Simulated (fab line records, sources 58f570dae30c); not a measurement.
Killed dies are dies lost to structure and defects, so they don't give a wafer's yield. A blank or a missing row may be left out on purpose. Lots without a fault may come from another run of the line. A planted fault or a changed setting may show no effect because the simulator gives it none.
Chamber matching | flow berkeley_cmos170 | UCB170_V1_ETCH_14 on rie_diel-03: 4 sister chambers
The step etches SiO2 in CHF3/CF4/Ar, stops on Al, target depth 1250 nm, time 291 s. 4 wafers are shown with their chamber, then 7 later ones without.

WAFERS WITH THEIR CHAMBER
wafer  | chamber | throttle_valve_pct (%)
L625.4 | 1       | 7.17
L625.6 | 3       | 6.82
L635.2 | 0       | 6.97
L635.4 | 2       | 6.94

WAFERS WITHOUT THEIR CHAMBER
wafer  | throttle_valve_pct (%)
L635.6 | 6.95
L636.1 | 6.81
L636.3 | 6.94
L636.5 | 7.17
L639.1 | 7.16
L639.4 | 6.95
L639.5 | 7.16

WHICH CHAMBER EACH WENT THROUGH
wafer  | from the rows above     | in truth
L635.6 | can't be placed: 2 or 0 | 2
L636.1 | 3                       | 3
L636.3 | 2                       | 2
L636.5 | 1                       | 1
L639.1 | 1                       | 1
L639.4 | can't be placed: 2 or 0 | 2
L639.5 | 1                       | 1
Placed correctly: 5 of 7. Can't be placed from these rows: 2 (the true chamber is among the candidates in 2). Placed wrongly: 0.
How it was worked out, from the rows above alone: a wafer's distance from a chamber is the root of the sum, over the readings, of the square of ((its reading less the chamber's mean) divided by the reading's scatter). The wafer belongs to the nearest chamber; if the next one is less than 2 further off, it can't be placed. A chamber's mean is the mean of its shown wafers. The scatter: with one shown wafer a chamber, the root of the mean of the squares of how far each hidden wafer lies from its nearest shown one.
